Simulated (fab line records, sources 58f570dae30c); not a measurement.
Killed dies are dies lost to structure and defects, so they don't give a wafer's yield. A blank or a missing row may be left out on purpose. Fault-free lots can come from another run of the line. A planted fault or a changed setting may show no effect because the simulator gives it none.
fab line records	flow berkeley_cmos170
[record] lots = 15	wafers = 45	last_day = 12
route steps=331 shown PWELL@48 ACTIVE@66
lots with no fault: from the same line, run without faults
start_h: hours from the record's opening day to when the first of the lot's shown wafers began	wait_h: hours since the lot's step before	" unchanged from the row above	L1.1+2: a single row standing in for several wafers	- either no value or no given start	* or withheld: withheld	< > ~ a bound
route shown NAME@n: names a module that has steps shown in the file, with the first one's number in the route	usual: the fault-free wafers' mean and standard deviation	same: alike in all rows	chamber/n: place in a boat	sites: each site's reading	_std_site: standard deviation of those values	_edge_site: the outer-site mean with the inner-site mean subtracted	radius_mm: for every site, how far away it sits from the centre of the wafer	mask NAME#n: copy n	behind: the tool/chamber that last shaped the wafer	hold: what put the lot on hold/how long, in hours/how the hold closed	device: transistor that didn't switch, given as n, p or np	end of line: tests of these same wafers at the route's end	a step given without rows: its recipe and nothing more	killed: count of dies lost to structure and defects at first sort (not the wafer's yield)	map: a wafer's dies, x killed, . not, _ none there
set.NAME: the run value of the setting; set.NAME@STEP: its run value at that earlier step	model.NAME: the simulator's own value behind a step, which no gauge read
steps of the route over a sample of lots; a table a step, a row a wafer
services: when a tool's chamber went out of use (start_h, in hours from the record's first day, below 0 if earlier), for how many hours, and the reason
[[steps]]
[step UCB170_PWELL_ETCH_14]
[recipe] chemistry = CH3F/Ar/O2	target = Si3N4	stop_on = SiO2	CH3F_flow_sccm = 20	Ar_flow_sccm = 50	O2_flow_sccm = 7	pressure_mtorr = 50	rf_w = 450	target_depth_a = 2420	over_etch_frac = 0.1	time_s = 151
[usual] drypump_motor_current_A = 5.7/0.51	oes_product_au = 0.940/0.014	throttle_valve_pct = 8.09/0.14
[same] over_etch_frac = 0.1
lot.wafer	tool	chamber	start_h	wait_h	drypump_motor_current_A	oes_product_au	rf_hours_counter_h	throttle_valve_pct
L852.4	rie_diel-02	2	65.38	0.0	5.3	0.942	53	8.23
L852.5	"	3	"	"	6.6	0.928	-	7.99
L852.6	"	0	"	"	5.2	0.935	-	7.96
L853.1	rie_diel-03	3	71.38	0.0	5.3	0.943	146	8.07
L853.3	"	1	"	"	6.3	0.949	46	8.09
L853.4	"	2	"	"	5.7	0.961	56	8.14
L854.2	rie_diel-03	1	76.07	0.0	6.3	0.951	46	8.09
L854.4	"	3	"	"	5.3	0.935	146	8.08
L854.5	"	0	"	"	5.6	0.917	-	8.28
L855.1	rie_diel-02	1	76.31	0.0	5.1	0.959	167	8.22
L855.4	"	3	"	"	6.6	0.936	35	7.99
L855.6	"	2	"	"	5.3	0.946	-	8.23
L857.2	rie_diel-03	1	85.59	0.0	6.3	0.950	46	8.09
L857.5	"	2	"	"	5.7	0.954	-	8.15
L857.6	"	1	"	"	6.4	0.938	-	8.10
L858.1	rie_diel-03	0	92.23	0.0	5.6	0.936	135	8.27
L858.5	"	1	"	"	6.3	0.959	-	8.07
L858.6	"	2	"	"	5.7	0.948	-	8.15
L860.1	rie_diel-03	3	96.58	0.0	5.3	0.939	146	8.07
L860.3	"	0	"	"	5.6	0.927	135	8.28
L860.4	"	2	"	"	5.7	0.955	57	8.15
L859.1	rie_diel-01	0	96.86	0.0	6.6	0.934	1	7.94
L859.4	"	1	"	"	6.5	0.950	1	7.73
L859.6	"	1	"	"	6.5	0.935	-	7.74
L865.1	rie_diel-03	2	122.18	0.0	5.7	0.948	58	8.15
L865.2	"	1	"	"	6.3	0.951	48	8.08
L865.6	"	3	"	"	5.3	0.937	-	8.07
L866.3	rie_diel-03	0	131.53	0.0	5.6	0.931	137	8.28
L866.4	"	2	"	"	5.8	0.952	59	8.15
L866.6	"	0	"	"	5.6	0.926	-	8.29
L867.1	rie_diel-03	0	138.76	0.0	5.6	0.932	137	8.29
L867.3	"	2	"	"	5.7	0.962	59	8.16
L867.5	"	3	"	"	5.3	0.952	-	8.05
L869.2	rie_diel-03	2	142.05	0.0	5.8	0.952	59	8.14
L869.3	"	3	"	"	5.3	0.944	149	8.07
L869.5	"	1	"	"	6.4	0.950	-	8.08
L870.3	rie_diel-02	1	145.57	0.0	5.1	0.930	0	8.21
L870.4	"	3	"	"	6.6	0.930	-	7.98
L870.5	"	1	"	"	5.1	0.930	-	8.23
L871.1	rie_diel-02	1	160.68	0.0	5.1	0.935	1	8.19
L871.2	"	1	"	"	5.1	0.930	-	8.21
L871.3	"	1	"	"	5.1	0.930	-	8.21
L872.1	rie_diel-03	1	160.95	0.0	6.4	0.957	50	8.08
L872.4	"	0	"	"	5.6	0.931	139	8.30
L872.5	"	0	"	"	5.6	0.929	-	8.31
[step UCB170_PWELL_STRIP_16]
[recipe] chemistry = O2	power_w = 400	pressure_mtorr = 3500	platen_temp_c = withheld	o2_flow_sccm = 400	overash_fraction = 0.5
[usual] chamber_pressure_mTorr = 3500/3.3	drypump_motor_current_A = 5.6/0.51	oes_product_au = 0.720/0.0047	strip_time_to_endpoint_s = 18.05/0.09
lot.wafer	tool	chamber	start_h	wait_h	chamber_pressure_mTorr	drypump_motor_current_A	oes_product_au	rf_hours_counter_h	strip_time_to_endpoint_s
L852.4	plasma_asher-02	1	65.66	0.1	3499	6.0	0.727	-	18.12
L852.5	"	1	"	"	3506	6.0	0.718	-	17.96
L852.6	"	0	"	"	3499	4.8	0.729	-	18.09
L853.1	plasma_asher-01	1	71.63	0.1	3501	5.7	0.725	40	17.90
L853.3	"	1	"	"	3498	5.7	0.725	-	17.91
L853.4	"	0	"	"	3501	5.0	0.720	-	17.97
L854.2	plasma_asher-02	1	76.32	0.1	3499	6.0	0.720	33	17.90
L854.4	"	0	"	"	3498	4.8	0.715	-	17.90
L854.5	"	0	"	"	3501	4.8	0.716	-	18.05
L855.1	plasma_asher-02	0	76.56	0.1	3503	4.8	0.726	33	18.01
L855.4	"	0	"	"	3500	4.8	0.728	-	17.89
L855.6	"	0	"	"	3500	4.8	0.729	-	18.13
L857.2	plasma_asher-02	0	85.84	0.1	3504	4.8	0.722	34	17.96
L857.5	"	0	"	"	3498	4.8	0.723	-	18.08
L857.6	"	1	"	"	3499	6.0	0.726	-	17.87
L858.1	plasma_asher-02	0	92.48	0.1	3499	4.8	0.727	35	17.98
L858.5	"	1	"	"	3509	6.0	0.711	-	18.01
L858.6	"	0	"	"	3501	4.8	0.719	-	18.00
L860.1	plasma_asher-04	0	96.83	0.1	3501	5.6	0.716	32	18.05
L860.3	"	1	"	"	3500	6.1	0.720	-	18.04
L860.4	"	0	"	"	3508	5.6	0.720	-	18.01
L859.1	plasma_asher-04	1	97.11	0.1	3501	6.1	0.719	32	18.10
L859.4	"	1	"	"	3495	6.1	0.721	-	18.24
L859.6	"	0	"	"	3506	5.6	0.716	-	18.16
L865.1	plasma_asher-02	1	122.43	0.1	-	-	-	-	-
L865.2	"	0	"	"	-	-	-	-	-
L865.6	"	0	"	"	-	-	-	-	-
L866.3	plasma_asher-04	1	131.81	0.1	-	-	-	-	-
L866.4	"	0	"	"	-	-	-	-	-
L866.6	"	0	"	"	-	-	-	-	-
L867.1	plasma_asher-02	1	139.01	0.1	-	-	-	-	-
L867.3	"	1	"	"	-	-	-	-	-
L867.5	"	1	"	"	-	-	-	-	-
L869.2	plasma_asher-04	1	142.30	0.1	3496	6.1	0.720	39	18.16
L869.3	"	1	"	"	3502	6.1	0.722	-	18.08
L869.5	"	1	"	"	3502	6.1	0.725	-	18.01
L870.3	plasma_asher-02	0	145.85	0.1	3498	4.8	0.721	-	18.04
L870.4	"	1	"	"	3496	6.0	0.721	-	17.94
L870.5	"	1	"	"	3494	6.0	0.713	-	18.08
L871.1	plasma_asher-02	1	161.13	0.1	3501	6.0	0.728	44	18.12
L871.2	"	0	"	"	3504	4.8	0.715	44	18.07
L871.3	"	1	"	"	3501	6.0	0.716	-	18.12
L872.1	plasma_asher-01	0	161.28	0.1	3496	5.0	0.720	1	17.99
L872.4	"	1	"	"	3501	5.7	0.721	-	18.05
L872.5	"	0	"	"	3498	5.0	0.715	-	18.09
[step UCB170_PWELL_TW_MEAS_17]
[usual] PWELL_TW = 382.2/2.4
lot.wafer	tool	chamber	start_h	wait_h	PWELL_TW
L852.4	film_metro-04	-	65.76	0.1	383.7
L852.5	"	-	"	"	382.8
L852.6	"	-	"	"	384.3
L853.1	film_metro-03	-	71.73	0.1	379.5
L853.3	"	-	"	"	382.0
L853.4	"	-	"	"	382.1
L854.2	film_metro-03	-	76.43	0.1	381.1
L854.4	"	-	"	"	380.4
L854.5	"	-	"	"	381.5
L855.1	film_metro-01	-	76.66	0.1	382.1
L855.4	"	-	"	"	379.9
L855.6	"	-	"	"	379.2
L857.2	film_metro-04	-	85.95	0.1	385.6
L857.5	"	-	"	"	383.1
L857.6	"	-	"	"	384.7
L858.1	film_metro-04	-	92.58	0.1	385.6
L858.5	"	-	"	"	384.2
L858.6	"	-	"	"	385.8
L860.1	film_metro-04	-	96.93	0.1	385.1
L860.3	"	-	"	"	385.3
L860.4	"	-	"	"	384.2
L859.1	film_metro-03	-	97.21	0.1	377.8
L859.4	"	-	"	"	381.6
L859.6	"	-	"	"	381.2
L865.1	film_metro-01	-	122.53	0.1	380.2
L865.2	"	-	"	"	378.9
L865.6	"	-	"	"	380.5
L866.3	film_metro-03	-	131.90	0.1	379.4
L866.4	"	-	"	"	382.3
L866.6	"	-	"	"	379.9
L867.1	film_metro-01	-	139.11	0.1	381.7
L867.3	"	-	"	"	379.1
L867.5	"	-	"	"	380.5
L869.2	film_metro-01	-	142.41	0.1	381.0
L869.3	"	-	"	"	380.1
L869.5	"	-	"	"	378.5
L870.3	film_metro-04	-	145.94	0.1	383.1
L870.4	"	-	"	"	384.0
L870.5	"	-	"	"	383.1
L871.1	film_metro-03	-	161.23	0.1	380.8
L871.2	"	-	"	"	380.3
L871.3	"	-	"	"	380.7
L872.1	film_metro-03	-	161.38	0.1	377.7
L872.4	"	-	"	"	380.9
L872.5	"	-	"	"	380.1
[step UCB170_ACTIVE_THK_MEAS_06]
[recipe] reads = Si3N4_of_ACTIVE_CVD_05
[usual] ACTIVE_NITRIDE_THK = 219.3/2.1
lot.wafer	tool	chamber	start_h	wait_h	ACTIVE_NITRIDE_THK[nm]
L852.4	film_metro-04	-	95.60	0.0	221.2
L852.5	"	-	"	"	223.4
L852.6	"	-	"	"	224.3
L853.1	film_metro-04	-	103.58	0.0	221.3
L853.3	"	-	"	"	218.5
L853.4	"	-	"	"	217.7
L855.1	film_metro-03	-	108.56	0.0	218.0
L855.4	"	-	"	"	217.5
L855.6	"	-	"	"	216.6
L854.2	film_metro-02	-	108.57	0.0	220.1
L854.4	"	-	"	"	221.3
L854.5	"	-	"	"	220.0
L857.2	film_metro-04	-	113.67	0.0	220.7
L857.5	"	-	"	"	220.1
L857.6	"	-	"	"	221.3
L858.1	film_metro-04	-	122.52	0.0	216.6
L858.5	"	-	"	"	218.2
L858.6	"	-	"	"	216.3
L859.1	film_metro-03	-	122.52	0.0	219.3
L859.4	"	-	"	"	217.4
L859.6	"	-	"	"	217.6
L860.1	film_metro-02	-	122.52	0.0	218.5
L860.3	"	-	"	"	218.1
L860.4	"	-	"	"	218.6
L869.2	film_metro-02	-	169.88	0.1	217.7
L869.3	"	-	"	"	216.0
L869.5	"	-	"	"	215.9
L870.3	film_metro-03	-	169.89	0.1	222.4
L870.4	"	-	"	"	222.7
L870.5	"	-	"	"	223.5
L871.1	film_metro-03	-	189.82	0.0	218.4
L871.2	"	-	"	"	217.1
L871.3	"	-	"	"	217.1
L872.1	film_metro-02	-	189.82	0.0	220.7
L872.4	"	-	"	"	220.6
L872.5	"	-	"	"	221.2
[[services]]
tool	chamber	start_h	hours	kind
rie_diel-02	1	41.43	12.8	repair
plasma_asher-02	-	45.27	14.6	pm
rie_diel-01	2	55.63	2.6	repair
rie_diel-01	3	57.13	3.4	repair
rie_diel-03	-	59.38	0.6	repair
rie_diel-01	0	68.90	6.8	repair
plasma_asher-01	-	74.71	28.1	pm
plasma_asher-04	-	83.46	1.4	repair
rie_diel-01	1	91.12	5.2	repair
rie_diel-02	1	100.19	5.9	repair
plasma_asher-01	-	104.86	2.8	pm
rie_diel-02	1	106.06	-	clean
rie_diel-02	1	106.06	32.2	scheduled_down
rie_diel-02	1	106.06	32.2	vent_cycle
plasma_asher-01	-	108.75	9.0	pm
plasma_asher-01	0	108.75	43.0	vent_cycle
plasma_asher-01	-	112.35	39.4	repair
rie_diel-03	-	118.40	2.8	pm
plasma_asher-01	-	127.63	1.2	repair
plasma_asher-01	-	133.06	0.8	repair
rie_diel-02	2	136.22	121.8	repair
rie_diel-03	3	151.24	7.8	repair
rie_diel-02	3	159.41	3.8	repair
rie_diel-02	0	159.62	21.0	repair
[[key]]
[first_sign] step = UCB170_PWELL_STRIP_16	reading = tool_record	direction = missing
effect none on later readings
met_at UCB170_PWELL_STRIP_16
struck_lots L865,L866,L867
later_rows_left_out L865.1,L865.2,L865.6,L866.3,L866.4,L866.6,L867.1,L867.3,L867.5
sort_left_out L865.1,L865.2,L865.6,L866.3,L866.4,L866.6,L867.1,L867.3,L867.5
tester_left_out L865,L866,L867
not_acting_at UCB170_PWELL_ETCH_14,UCB170_PWELL_TW_MEAS_17,UCB170_ACTIVE_THK_MEAS_06
onset_between 97.11 122.43
[fault] kind = skipped_step_whole	tool = plasma_asher-02,plasma_asher-04	chamber = -	onset_h = 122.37	steps = UCB170_PWELL_STRIP_16	scope = struck_lots_only
// tester_left_out: of these lots the tester's yield and bins aren't shown, on N5 and GAA mostly nor the transistor test; their killed dies are dies lost to structure and defects alone, not to doping, threshold or leakage, so they don't give the yield
// sort_left_out: the simulated sort isn't trusted on such a fault, so these wafers' sort isn't shown, and their yield isn't known
// later_rows_left_out: the simulator's readings of these wafers behind a module that went badly wrong aren't trusted and aren't shown, but for the sort
